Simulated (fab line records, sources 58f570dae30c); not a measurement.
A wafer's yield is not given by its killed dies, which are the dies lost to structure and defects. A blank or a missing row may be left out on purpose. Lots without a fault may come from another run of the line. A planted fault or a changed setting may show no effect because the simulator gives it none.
What tool caused it?	flow berkeley_cmos170	14 lots with 42 wafers sampled at 6 steps, on a route of 331 steps

WHAT THE GAUGES READ, wafer by wafer
UCB170_V1_BOW_MEAS_03.
lot	measured	on	V1_BOW (um)
L994	day 7 03:00	film_metro-04	25 13 19
L993	day 7 03:02	film_metro-01	7 16 17
L995	day 7 06:53	film_metro-04	11 16 27
L996	day 8 02:34	film_metro-02	27 15 16
L999	day 8 09:16	film_metro-02	18 21 24
L106	day 10 01:38	film_metro-02	13 9 33
L109	day 10 11:59	film_metro-01	21 23 19
L108	day 10 12:00	film_metro-04	17 15 25
L110	day 10 14:49	film_metro-02	10 17 20
L113	day 11 06:49	film_metro-02	31 24 14
L111	day 11 06:51	film_metro-04	11 20 19
L114	day 11 17:24	film_metro-02	22 21 30
L115	day 11 17:27	film_metro-04	34 28 18
L116	day 11 21:45	film_metro-02	7 16 25

UCB170_V2_BOW_MEAS_03.
lot	measured	on	V2_BOW (um)
L994	day 7 11:14	film_metro-01	46 33 40
L993	day 7 11:31	film_metro-01	29 38 38
L995	day 7 13:25	film_metro-01	23 28 41
L996	day 8 10:10	film_metro-03	43 30 31
L999	day 8 18:11	film_metro-01	34 37 39
L106	day 10 06:43	film_metro-02	26 23 48
L109	day 10 19:00	film_metro-02	40 42 38
L108	day 10 18:26	film_metro-03	36 33 43
L110	day 10 20:08	film_metro-02	33 40 44
L113	day 11 14:16	film_metro-02	49 42 32
L111	day 11 15:10	film_metro-01	28 38 38
L114	day 11 22:57	film_metro-02	45 44 53
L115	day 11 23:07	film_metro-03	46 40 30
L116	day 12 02:43	film_metro-01	25 35 45

UCB170_V2_CD_MEAS_90 targets a cd of 700 nm.
lot	measured	on	cd_nm (nm)
L994	day 7 13:32	cd_sem-02	697.5 698.0 696.4
L993	day 7 13:42	cd_sem-01	698.9 700.3 700.0
L995	day 7 16:09	cd_sem-01	701.2 701.1 700.0
L996	day 8 11:59	cd_sem-02	700.7 695.2 698.1
L999	day 8 22:14	cd_sem-02	695.8 697.8 700.0
L106	day 10 08:57	cd_sem-02	700.6 701.8 699.5
L109	day 10 20:46	cd_sem-01	699.0 698.7 698.3
L108	day 10 20:22	cd_sem-02	701.7 700.8 701.8
L110	day 10 22:40	cd_sem-02	699.8 701.6 699.8
L113	day 11 16:13	cd_sem-01	698.5 697.5 696.9
L111	day 11 16:58	cd_sem-01	700.2 701.1 699.6
L114	day 12 00:36	cd_sem-01	698.1 697.0 700.5
L115	day 12 00:53	cd_sem-02	701.1 699.3 699.2
L116	day 12 04:31	cd_sem-01	697.6 699.4 697.0

WHAT TOOL EACH LOT RAN ON (gives the tool, then ch and the chambers of the sampled wafers, and finally the start)
lot	UCB170_M2_ETCH_17	UCB170_V2_ETCH_14	UCB170_V2_STRIP_15
L994	rie_diel-03 ch 0,1,3, day 7 10:07	rie_diel-01 ch 0,2, day 7 13:16	plasma_asher-04 ch 0,1, day 7 13:26
L993	rie_diel-01 ch 0,1,2, day 7 10:23	rie_diel-02 ch 2,3, day 7 13:23	plasma_asher-03 ch 0,1, day 7 13:36
L995	rie_diel-03 ch 0,1, day 7 12:25	rie_diel-04 ch 0,3, day 7 15:51	plasma_asher-04 ch 0,1, day 7 16:02
L996	rie_diel-02 ch 1,2, day 8 08:59	rie_diel-04 ch 0,2, day 8 11:43	plasma_asher-01 ch 0,1, day 8 11:53
L999	rie_diel-01 ch 0,1,2, day 8 17:05	rie_diel-04 ch 2,3, day 8 21:53	plasma_asher-03 ch 0,1, day 8 22:06
L106	rie_diel-01 ch 1,2,3, day 10 05:45	rie_diel-01 ch 0,2, day 10 08:40	plasma_asher-04 ch 0,1, day 10 08:51
L109	rie_diel-02 ch 0,1, day 10 18:01	rie_diel-01 ch 2,3, day 10 20:28	plasma_asher-03 ch 0,1, day 10 20:39
L108	rie_diel-01 ch 1,2, day 10 17:26	rie_diel-02 ch 0,1,2, day 10 20:03	plasma_asher-01 ch 0,1, day 10 20:16
L110	rie_diel-01 ch 0,1,2, day 10 19:10	rie_diel-01 ch 0,1,3, day 10 22:22	plasma_asher-01 ch 0,1, day 10 22:33
L113	rie_diel-01 ch 0,1,2, day 11 13:17	rie_diel-01 ch 0,1,2, day 11 15:56	plasma_asher-03 ch 0,1, day 11 16:07
L111	rie_diel-03 ch 0,2,3, day 11 14:09	rie_diel-01 ch 0,1,2, day 11 16:38	plasma_asher-01 ch 0,1, day 11 16:51
L114	rie_diel-01 ch 0,1,3, day 11 21:59	rie_diel-02 ch 0,1,2, day 12 00:19	plasma_asher-03 ch 0,1, day 12 00:30
L115	rie_diel-02 ch 1,3, day 11 22:08	rie_diel-01 ch 0,1,3, day 12 00:35	plasma_asher-03 ch 0,1, day 12 00:46
L116	rie_diel-02 ch 0,2, day 12 01:44	rie_diel-02 ch 0,3, day 12 04:13	plasma_asher-01 ch 0,1, day 12 04:24
- UCB170_M2_ETCH_17: etches BARC in N2/H2.
- UCB170_V2_ETCH_14: etches SiO2 in CHF3/CF4/Ar, stops on Al, target depth 1250 nm, time 291 s.
- UCB170_V2_STRIP_15: strips in O2.

WHAT THE TOOLS THEMSELVES READ (means of the sampled wafers that have a number; where no wafer has one, the mark that the record gives instead)
UCB170_M2_ETCH_17.
lot	tool	chamber_pressure_mTorr (mTorr)	drypump_motor_current_A (A)	h2_flow_sccm (sccm)	oes_product_au (a.u.)	throttle_valve_pct (%)
L994	rie_diel-03	29.977	5.5	199.7	0.997	13.44
L993	rie_diel-01	29.998	5.8	200.1	1.007	13.21
L995	rie_diel-03	30.003	5.4	199.7	1.007	13.49
L996	rie_diel-02	30.004	6.2	199.7	1.004	13.14
L999	rie_diel-01	30.016	5.8	199.6	1.011	13.21
L106	rie_diel-01	30.000	5.9	200.0	1.005	13.08
L109	rie_diel-02	30.019	5.6	200.6	0.997	13.28
L108	rie_diel-01	29.977	6.1	200.1	1.003	13.07
L110	rie_diel-01	30.005	5.8	199.8	1.011	13.21
L113	rie_diel-01	30.000	5.8	200.0	1.010	13.22
L111	rie_diel-03	29.997	5.6	200.7	1.002	13.21
L114	rie_diel-01	30.018	5.6	199.9	1.011	13.21
L115	rie_diel-02	29.994	5.3	199.4	1.013	12.95
L116	rie_diel-02	30.003	6.4	199.8	1.000	13.33

UCB170_V2_ETCH_14.
lot	tool	chamber_pressure_mTorr (mTorr)	drypump_motor_current_A (A)	mfc_ar_sccm (sccm)	oes_product_au (a.u.)	throttle_valve_pct (%)
L994	rie_diel-01	200.14	6.2	150.0	0.882	6.79
L993	rie_diel-02	200.08	5.9	150.2	0.878	6.84
L995	rie_diel-04	199.95	5.4	149.4	0.891	6.94
L996	rie_diel-04	200.05	5.9	149.7	0.846	6.96
L999	rie_diel-04	200.03	5.4	150.3	0.822	7.05
L106	rie_diel-01	200.20	6.2	150.2	0.880	6.78
L109	rie_diel-01	200.04	6.3	149.8	0.884	6.74
L108	rie_diel-02	199.91	5.9	150.1	0.873	6.90
L110	rie_diel-01	199.90	5.6	150.4	0.875	6.86
L113	rie_diel-01	199.85	5.8	150.6	0.883	6.86
L111	rie_diel-01	200.06	5.8	149.5	0.880	6.87
L114	rie_diel-02	199.87	5.8	150.0	0.872	6.89
L115	rie_diel-01	199.90	5.6	149.8	0.872	6.86
L116	rie_diel-02	199.92	5.6	150.0	0.886	6.89

UCB170_V2_STRIP_15.
lot	tool	chamber_pressure_mTorr (mTorr)	drypump_motor_current_A (A)	oes_product_au (a.u.)	strip_time_to_endpoint_s (s)
L994	plasma_asher-04	3500	5.6	0.722	15.25
L993	plasma_asher-03	3500	5.7	0.723	15.38
L995	plasma_asher-04	3500	5.6	0.716	15.54
L996	plasma_asher-01	3499	6.1	0.718	16.01
L999	plasma_asher-03	3499	5.7	0.724	16.89
L106	plasma_asher-04	3500	5.1	0.717	15.42
L109	plasma_asher-03	3497	5.9	0.722	15.28
L108	plasma_asher-01	3501	5.7	0.720	15.34
L110	plasma_asher-01	3502	5.8	0.719	15.40
L113	plasma_asher-03	3498	5.9	0.717	15.37
L111	plasma_asher-01	3501	5.8	0.720	15.28
L114	plasma_asher-03	3498	5.7	0.721	15.22
L115	plasma_asher-03	3504	6.0	0.720	15.35
L116	plasma_asher-01	3500	5.8	0.720	15.47

THE ANSWER, worked out from the rows above alone
Rule: usual is defined by the lots themselves. The widest of any qualifying gaps counts: lots, ordered by their means at a reading, are off when they make up no more than a third of the lots, leave a main group of 4 or more, and stand apart from it by 3 or more times the standard deviation of that group's means. If all means in a main group match to the digits the tables above print for the reading, that group is not used. A lot without any number at a reading at which 4 lots or more have one is off too. Any other lot the step has rows for is counted as sound. Order of review: gauges by route order, followed by the tools' own readings, for which a lot's mean as printed above is used. The first step at which some lot is off is used, and at that step the reading that is off furthest; a lot without a number counts as furthest.
Off: L996, L999, at UCB170_V2_ETCH_14 (oes_product_au). The main group: mean 0.880 a.u., standard deviation 0.0057.
If a tool, at that step or one of the process steps before it, ran each lot that is off and ran no sound lot following the first of them, it fits. One candidate fits, namely rie_diel-04 at UCB170_V2_ETCH_14. Its last sound lot is L995 (day 7 15:51), its first lot that is off L996 (day 8 11:43): a fault that began between those two fits.
On the lots that are off, the tool's own readings at UCB170_V2_ETCH_14 differ by more than 5 times the standard deviation of the sound lots' means, which bears it out; oes_product_au reads 0.834 a.u. there versus 0.880 a.u. on the sound lots.

WHAT THE SIMULATOR PUT IN
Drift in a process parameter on rie_diel-04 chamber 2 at UCB170_V2_ETCH_14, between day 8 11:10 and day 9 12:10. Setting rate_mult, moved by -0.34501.
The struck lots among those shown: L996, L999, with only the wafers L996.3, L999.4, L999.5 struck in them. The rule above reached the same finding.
